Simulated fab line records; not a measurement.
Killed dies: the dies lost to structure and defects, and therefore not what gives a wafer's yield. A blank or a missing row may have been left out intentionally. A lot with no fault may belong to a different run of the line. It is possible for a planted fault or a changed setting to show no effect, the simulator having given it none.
fab line records | flow rit-cmos
[record] lots = 14 wafers = 42 last-day = 6
route steps=202 shown PWELL@47
lots untouched by any fault: they come from a run of this same line in which no faults occurred
start-h: start of the lot's first displayed wafer, in hours after the record's first day | wait-h: how many hours have passed since the lot's step before this one | " same as the row above | L1.1+2: several wafers, shown together as one row | - no value, or no start given | * or withheld: withheld | < > ~ a bound
route shown NAME@n: a module of which the file shows steps, and the number in the route of the first | usual: the fault-free wafers' mean and standard deviation | same: alike in all rows | chamber/n: place in a boat | sites: readings site by site | _std_site: the values' standard deviation | _edge_site: outer sites' mean less inner sites' | radius-mm: for every site, how far away it sits from the centre of the wafer | mask NAME#n: copy n | behind: the most recent tool/chamber to have shaped the wafer | hold: reason for holding the lot/hours on hold/outcome of the hold | device: names the non-switching transistor (n, p or np) | end of line: at the end of the route, the tests of the same wafers | for a step that has no rows: nothing shown but its recipe | killed: dies lost to structure and defects at the first sort, not the wafer's yield | map: the dies of a wafer, with x for killed, . for not killed, _ for no die there
set.NAME: the setting that was run; set.NAME@STEP: the one run at that earlier step | model.NAME: the simulator's own value behind a step, which no gauge read
route steps across a sampled set of lots; one table per step, one row per wafer
services: a tool's chamber out of use, with start hour (start-h, from the record's first day; less than 0 if before it), hours out, and reason
[[steps]]
[step RIT_PWELL_IMPLANT_08]
[recipe] species = B energy-kev = 170 dose-cm2 = 7e+13 tilt-deg = 7
[usual] tilt-deg = 7.001/0.019
// columns lot.wafer tool chamber start-h wait-h tilt-deg
L639.2 implanter-03 0 28.23 0.2 6.993
L639.3 " 0 " " 7.014
L639.4 " 0 " " 7.017
L640.1 implanter-02 0 33.15 0.2 6.966
L640.2 " 0 " " 6.978
L640.3 " 0 " " 6.973
L641.2 implanter-01 0 39.89 0.2 6.992
L641.3 " 0 " " 7.025
L641.5 " 0 " " 7.016
L642.2 implanter-01 0 43.08 0.2 7.007
L642.3 " 0 " " 7.012
L642.6 " 0 " " 6.981
L643.3 implanter-03 0 48.26 0.2 7.017
L643.4 " 0 " " 6.994
L643.6 " 0 " " 6.976
L644.3 implanter-02 0 59.94 0.2 6.977
L644.4 " 0 " " 7.002
L644.6 " 0 " " 6.974
L645.2 implanter-02 0 61.06 0.2 6.993
L645.5 " 0 " " 7.005
L645.6 " 0 " " 6.975
L646.1 implanter-02 0 64.59 0.2 7.015
L646.4 " 0 " " 7.019
L646.6 " 0 " " 7.019
L647.4 implanter-03 0 69.43 0.2 6.970
L647.5 " 0 " " 7.016
L647.6 " 0 " " 7.003
L652.3 implanter-01 0 93.50 0.2 7.015
L652.5 " 0 " " 7.039
L652.6 " 0 " " 7.032
L654.1 implanter-02 0 102.23 0.2 7.919
L654.2 " 0 " " 7.915
L654.5 " 0 " " 7.937
L655.1 implanter-02 0 108.31 0.2 7.939
L655.4 " 0 " " 7.923
L655.6 " 0 " " 7.918
L656.2 implanter-03 0 114.68 0.2 7.014
L656.3 " 0 " " 6.970
L656.5 " 0 " " 7.006
L657.1 implanter-03 0 117.63 0.2 7.008
L657.3 " 0 " " 6.990
L657.6 " 0 " " 7.010
[step RIT_WELLDRIVE_RS_MEAS_02]
[recipe] thk-meas-gauge = four-point-probe
[usual] PWELL_RS = 430.1/1.4
// columns lot.wafer tool chamber start-h wait-h PWELL_RS[ohm/sq]
L639.2 film-metro-01 - 33.81 0.1 429.0
L639.3 " - " " 429.8
L639.4 " - " " 429.1
L640.1 film-metro-01 - 38.74 0.1 429.4
L640.2 " - " " 429.4
L640.3 " - " " 429.2
L641.2 film-metro-02 - 45.47 0.1 430.3
L641.3 " - " " 430.1
L641.5 " - " " 432.3
L642.2 film-metro-04 - 48.99 0.1 431.0
L642.3 " - " " 430.1
L642.6 " - " " 431.0
L643.3 film-metro-02 - 53.83 0.1 431.5
L643.4 " - " " 431.5
L643.6 " - " " 431.7
L644.3 film-metro-04 - 66.06 0.1 429.0
L644.4 " - " " 429.6
L644.6 " - " " 430.4
L645.2 film-metro-04 - 67.39 0.1 429.4
L645.5 " - " " 430.8
L645.6 " - " " 429.8
L646.1 film-metro-01 - 71.71 0.1 431.2
L646.4 " - " " 429.7
L646.6 " - " " 430.8
L647.4 film-metro-04 - 75.00 0.1 427.2
L647.5 " - " " 426.7
L647.6 " - " " 427.7
L652.3 film-metro-01 - 99.08 0.1 431.5
L652.5 " - " " 431.2
L652.6 " - " " 428.9
L654.1 film-metro-04 - 107.82 0.1 -
L654.2 " - " " -
L654.5 " - " " -
L655.1 film-metro-04 - 113.90 0.1 -
L655.4 " - " " -
L655.6 " - " " -
L656.2 film-metro-04 - 120.26 0.1 428.9
L656.3 " - " " 429.4
L656.5 " - " " 428.2
L657.1 film-metro-02 - 124.18 0.1 432.5
L657.3 " - " " 432.5
L657.6 " - " " 431.5
[[services]]
// columns tool chamber start-h hours kind
implanter-01 - 28.47 3.4 pm
implanter-03 - 29.82 17.5 repair
implanter-02 - 67.11 4.9 repair
implanter-03 - 90.17 6.3 repair
[[key]]
[first-sign] step = RIT_PWELL_IMPLANT_08 reading = tilt-deg direction = up sigmas = 49 usual = 7.001 struck = 7.925
[effect] step = RIT_WELLDRIVE_RS_MEAS_02 reading = PWELL_RS direction = missing
met-at RIT_PWELL_IMPLANT_08
struck-lots L654,L655
tester-left-out L654,L655
onset-between 64.59 102.23
[fault] kind = process-parameter-drift tool = implanter-02 chamber = - onset-h = 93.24 steps = RIT_PWELL_IMPLANT_08 channel = tilt-deg offset = 0.92444 shape = step end-h = 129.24 acts-in = these-recipes-only stated = 7
// tester-left-out: of these lots the tester's yield and bins aren't shown, on N5 and GAA mostly nor the transistor test; their killed dies are dies lost to structure and defects alone, not to doping, threshold or leakage, so they don't give the yield
